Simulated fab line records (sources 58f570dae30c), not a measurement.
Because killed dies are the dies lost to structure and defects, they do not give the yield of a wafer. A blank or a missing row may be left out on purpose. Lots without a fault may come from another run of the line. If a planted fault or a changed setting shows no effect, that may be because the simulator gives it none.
The tool behind it: which one?    flow berkeleyCmos170    42 wafers from 14 lots sampled at 3 of the route's 331 steps

## WHAT THE GAUGES SHOWED, per wafer
UCB170_M1_OVL_MEAS_10.
lot   measured      on          M1_OVL (nm)
L275  day 6 22:01   overlay-01  -3 -1 2
L277  day 7 02:07   overlay-01  -8 -7 1
L280  day 7 18:07   overlay-01  4 -1 1
L279  day 7 20:38   overlay-02  -4 1 0
L284  day 8 01:49   overlay-01  11 0 2
L282  day 8 11:39   overlay-02  -13 -9 -3
L288  day 9 08:50   overlay-02  -2 6 -2
L292  day 10 19:17  overlay-02  -7 -7 1
L291  day 10 18:59  overlay-01  13 10 12
L293  day 10 22:46  overlay-02  -1 3 -2
L294  day 11 03:14  overlay-01  0 -10 2
L296  day 11 08:35  overlay-01  -9 -9 -12
L295  day 11 08:42  overlay-02  1 -2 2
L298  day 11 21:40  overlay-01  10 6 10

UCB170_V1_CD_MEAS_90 targets a cd of 700 nm.
lot   measured      on        cdNm (nm)
L275  day 7 04:50   cdSem-01  699.7 700.0 700.3
L277  day 7 09:15   cdSem-01  699.3 699.4 700.7
L280  day 8 00:17   cdSem-02  701.3 699.9 700.7
L279  day 8 04:30   cdSem-01  701.0 700.8 699.9
L284  day 8 08:18   cdSem-01  696.4 696.0 696.1
L282  day 8 19:22   cdSem-01  697.6 698.6 700.4
L288  day 9 17:31   cdSem-02  700.0 699.9 701.2
L292  day 11 03:13  cdSem-01  701.6 700.4 701.7
L291  day 11 03:23  cdSem-02  700.7 701.2 699.5
L293  day 11 05:13  cdSem-02  699.7 700.1 700.2
L294  day 11 10:08  cdSem-01  697.6 697.5 697.2
L296  day 11 13:27  cdSem-02  698.2 698.4 699.1
L295  day 11 13:43  cdSem-02  698.3 698.1 698.0
L298  day 12 04:08  cdSem-01  700.3 699.3 701.5

## EACH LOT AND THE TOOL THAT RAN IT (in order: tool; ch and the chambers of the sampled wafers; start)
lot   UCB170_GATE_ETCH_14
L275  rieDiel-02 ch 0,1,2, day 5 13:27
L277  rieDiel-02 ch 1,2, day 6 02:53
L280  rieDiel-04 ch 0,1,2, day 6 19:56
L279  rieDiel-04 ch 0,2, day 6 20:59
L284  rieDiel-02 ch 0,1, day 7 05:16
L282  rieDiel-02 ch 0,3, day 7 14:27
L288  rieDiel-04 ch 0,2,3, day 8 12:01
L292  rieDiel-04 ch 0,2, day 9 14:14
L291  rieDiel-03 ch 0,1,2, day 9 14:27
L293  rieDiel-02 ch 1,2,3, day 9 19:46
L294  rieDiel-03 ch 0,1,3, day 10 02:19
L296  rieDiel-02 ch 0,3, day 10 02:34
L295  rieDiel-02 ch 0,3, day 10 02:50
L298  rieDiel-02 ch 0,1,3, day 10 16:33
- UCB170_GATE_ETCH_14: etches BARC in N2/H2.

## WHAT THE TOOLS THEMSELVES READ (means of the sampled wafers that have a number; where no wafer has one, the mark that the record gives instead)
UCB170_GATE_ETCH_14.
lot   tool        drypumpMotorCurrentA (A)  oesProductAu (a.u.)  throttleValvePct (%)
L275  rieDiel-02  5.2                       1.003                13.25
L277  rieDiel-02  5.5                       1.021                13.18
L280  rieDiel-04  6.0                       0.987                13.33
L279  rieDiel-04  6.5                       0.981                13.32
L284  rieDiel-02  5.5                       1.006                13.32
L282  rieDiel-02  5.6                       0.953                13.47
L288  rieDiel-04  6.3                       0.978                13.38
L292  rieDiel-04  6.1                       0.983                13.41
L291  rieDiel-03  5.8                       0.999                13.26
L293  rieDiel-02  5.6                       0.995                13.25
L294  rieDiel-03  5.5                       1.000                13.37
L296  rieDiel-02  5.2                       0.965                13.48
L295  rieDiel-02  5.2                       0.961                13.48
L298  rieDiel-02  5.5                       0.985                13.40

## THE ANSWER, worked out from the rows above alone
Rule: the usual values come from the lots themselves. Put in order of their means at a reading, lots are off if they are a third of the lots or fewer, leave a main group of 4 or more, and stand apart from it by a gap of 3 or more times the standard deviation of the main group's means; of several such gaps the widest counts. The tables above print the reading to a certain number of digits; a main group whose means all agree to those digits is not used. Also off: a lot with no number at a reading for which 4 or more lots have one. Where the step has rows for the other lots, those lots are counted as sound. The gauges are gone through in route order, then the tools' own readings, and for those a lot's mean is taken as printed above. The first step at which some lot is off is used, and at that step the reading that is off furthest; a lot without a number counts as furthest.
Across all readings shown, no lot is off: no conclusion can be drawn from this.

## WHAT THE SIMULATOR HAD PUT IN
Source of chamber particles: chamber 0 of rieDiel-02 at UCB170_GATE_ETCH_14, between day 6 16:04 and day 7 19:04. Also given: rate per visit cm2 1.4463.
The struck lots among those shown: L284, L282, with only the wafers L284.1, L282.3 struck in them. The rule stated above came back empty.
